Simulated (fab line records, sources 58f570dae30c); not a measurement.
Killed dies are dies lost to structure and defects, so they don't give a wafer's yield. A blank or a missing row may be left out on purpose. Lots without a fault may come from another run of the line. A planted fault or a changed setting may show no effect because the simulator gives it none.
Which tool did it? | flow berkeley_cmos170 | 13 lots, 39 wafers sampled, at 5 steps of a route of 331

WHAT THE GAUGES READ, wafer by wafer
UCB170_PLDD_OVL_MEAS_07.
lot  | measured     | on         | PLDD_OVL (nm)
L635 | day 7 08:15  | overlay-01 | -7 -3 -5
L636 | day 7 17:06  | overlay-02 | 2 1 1
L638 | day 7 17:07  | overlay-01 | -4 4 2
L637 | day 7 17:22  | overlay-02 | 3 -8 0
L640 | day 8 00:47  | overlay-02 | -5 -7 -7
L650 | day 10 02:41 | overlay-01 | -2 -2 -1
L649 | day 10 02:58 | overlay-02 | 0 2 -3
L653 | day 10 15:53 | overlay-02 | 5 -3 1
L651 | day 10 16:08 | overlay-02 | 10 8 5
L654 | day 11 01:35 | overlay-02 | -3 -6 -8
L655 | day 11 01:55 | overlay-01 | -4 -4 -8
L652 | day 11 02:10 | overlay-02 | 0 -8 0
L656 | day 12 06:03 | overlay-01 | -2 0 1

UCB170_NLDD_CD_MEAS_06: target cd 1200 nm.
lot  | measured     | on        | cd_nm (nm)
L635 | day 7 09:52  | cd_sem-01 | 1201.7 1202.3 1201.1
L636 | day 7 18:41  | cd_sem-02 | 1201.4 1202.4 1200.7
L638 | day 7 18:57  | cd_sem-01 | 1200.0 1199.9 1202.0
L637 | day 7 19:10  | cd_sem-02 | 1201.3 1201.6 1201.6
L640 | day 8 02:46  | cd_sem-02 | - - -
L650 | day 10 04:31 | cd_sem-02 | 1201.4 1200.0 1200.5
L649 | day 10 04:44 | cd_sem-01 | 1201.9 1201.2 1201.8
L653 | day 10 19:19 | cd_sem-01 | 1200.8 1201.3 1198.5
L651 | day 10 19:32 | cd_sem-01 | 1199.3 1197.2 1198.5
L654 | day 11 03:09 | cd_sem-02 | 1199.6 1199.3 1199.2
L655 | day 11 03:29 | cd_sem-02 | 1200.8 1201.5 1200.5
L652 | day 11 04:14 | cd_sem-01 | 1199.4 1199.0 1198.3
L656 | day 12 08:23 | cd_sem-02 | 1201.6 1201.1 1199.7

UCB170_NLDD_TW_MEAS_11.
lot  | measured     | on            | NLDD_TW
L635 | day 7 10:25  | film_metro-03 | 2177 2182 2182
L636 | day 7 19:13  | film_metro-01 | 2215 2207 2197
L638 | day 7 19:30  | film_metro-03 | 2172 2179 2187
L637 | day 7 19:44  | film_metro-03 | 2191 2183 2183
L640 | day 8 03:20  | film_metro-03 | 30 30 30
L650 | day 10 05:02 | film_metro-02 | 2251 2243 2241
L649 | day 10 05:17 | film_metro-03 | 2183 2177 2174
L653 | day 10 19:51 | film_metro-03 | 2185 2184 2191
L651 | day 10 20:05 | film_metro-01 | 2212 2213 2204
L654 | day 11 03:40 | film_metro-02 | 2264 2242 2265
L655 | day 11 04:02 | film_metro-02 | 2257 2241 2264
L652 | day 11 04:47 | film_metro-01 | 2217 2200 2215
L656 | day 12 08:56 | film_metro-02 | 2232 2245 2232

WHICH TOOL RAN EACH LOT (tool, then ch and the chambers of the sampled wafers, then the start)
lot  | UCB170_GATE_ETCH_14                | UCB170_NLDD_EXPOSE_03
L635 | rie_diel-02 ch 1,2,3, day 7 05:56  | krf_scanner-01 ch 0, day 7 09:25
L636 | rie_diel-01 ch 0,1,2, day 7 15:02  | krf_scanner-01 ch 0, day 7 18:17
L638 | rie_diel-04 ch 0,2,3, day 7 15:05  | krf_scanner-02 ch 0, day 7 18:34
L637 | rie_diel-02 ch 0,1,2, day 7 15:18  | krf_scanner-01 ch 0, day 7 18:47
L640 | rie_diel-04 ch 0,3, day 7 23:08    | krf_scanner-02 ch 0, day 8 02:14
L650 | rie_diel-04 ch 1,2,3, day 10 00:41 | krf_scanner-02 ch 0, day 10 04:07
L649 | rie_diel-02 ch 0,1,3, day 10 00:48 | krf_scanner-01 ch 0, day 10 04:20
L653 | rie_diel-02 ch 1,3, day 10 13:51   | krf_scanner-01 ch 0, day 10 18:55
L651 | rie_diel-01 ch 1,3, day 10 14:21   | krf_scanner-02 ch 0, day 10 19:08
L654 | rie_diel-04 ch 2,3, day 11 00:03   | krf_scanner-02 ch 0, day 11 02:45
L655 | rie_diel-02 ch 0,1,3, day 11 00:19 | krf_scanner-02 ch 0, day 11 03:05
L652 | rie_diel-02 ch 1,2, day 11 00:24   | krf_scanner-01 ch 0, day 11 03:28
L656 | rie_diel-02 ch 1,2,3, day 12 04:12 | krf_scanner-02 ch 0, day 12 07:20
- UCB170_GATE_ETCH_14: etches BARC in N2/H2.
- UCB170_NLDD_EXPOSE_03: exposes mask NSELECT, target cd 1200 nm.

WHAT THE TOOLS THEMSELVES READ (means of the sampled wafers that have a number; where no wafer has one, the mark that the record gives instead)
UCB170_GATE_ETCH_14.
lot  | tool        | drypump_motor_current_A (A) | h2_flow_sccm (sccm) | oes_product_au (a.u.) | throttle_valve_pct (%)
L635 | rie_diel-02 | 5.4                         | 199.8               | 1.001                 | 13.22
L636 | rie_diel-01 | 5.9                         | 199.8               | 1.007                 | 13.35
L638 | rie_diel-04 | 5.7                         | 200.6               | 0.979                 | 13.27
L637 | rie_diel-02 | 5.5                         | 199.7               | 1.006                 | 13.22
L640 | rie_diel-04 | 5.7                         | 200.0               | 0.986                 | 13.18
L650 | rie_diel-04 | 5.7                         | 200.6               | 0.990                 | 13.45
L649 | rie_diel-02 | 5.2                         | 200.4               | 0.996                 | 13.30
L653 | rie_diel-02 | 5.0                         | 200.4               | 0.988                 | 13.30
L651 | rie_diel-01 | 6.0                         | 199.9               | 1.011                 | 13.61
L654 | rie_diel-04 | 5.6                         | 200.6               | 0.971                 | 13.39
L655 | rie_diel-02 | 5.2                         | 200.0               | 0.988                 | 13.31
L652 | rie_diel-02 | 5.7                         | 200.2               | 1.026                 | 13.13
L656 | rie_diel-02 | 5.4                         | 200.4               | 1.005                 | 13.22

THE ANSWER, worked out from the rows above alone
Rule: what is usual is taken from the lots themselves. Put in order of their means at a reading, lots are off if they are a third of the lots or fewer, leave a main group of 4 or more, and stand apart from it by a gap of 3 or more times the standard deviation of the main group's means; of several such gaps the widest counts. A main group whose means are all the same, to the digits that the tables above print for the reading, isn't used. A lot without any number at a reading at which 4 lots or more have one is off too. The other lots that the step has rows for count as sound. The gauges are gone through in route order, then the tools' own readings, and for those a lot's mean is taken as printed above. The first step at which some lot is off is used, and at that step the reading that is off furthest; a lot without a number counts as furthest.
Off: L640, at UCB170_NLDD_CD_MEAS_06 (cd_nm). Without a number there: L640. The main group: mean 1200.5 nm, standard deviation 1.1.
A tool fits if, at a process step before that reading, it ran every lot that is off, and no sound lot after the first of them. The gauges at UCB170_NLDD_CD_MEAS_06 aren't tried: what is off there is off at UCB170_NLDD_TW_MEAS_11 too, on other tools, and a gauge's error can't cause that. None of those tried fits.

WHAT THE SIMULATOR HAD PUT IN
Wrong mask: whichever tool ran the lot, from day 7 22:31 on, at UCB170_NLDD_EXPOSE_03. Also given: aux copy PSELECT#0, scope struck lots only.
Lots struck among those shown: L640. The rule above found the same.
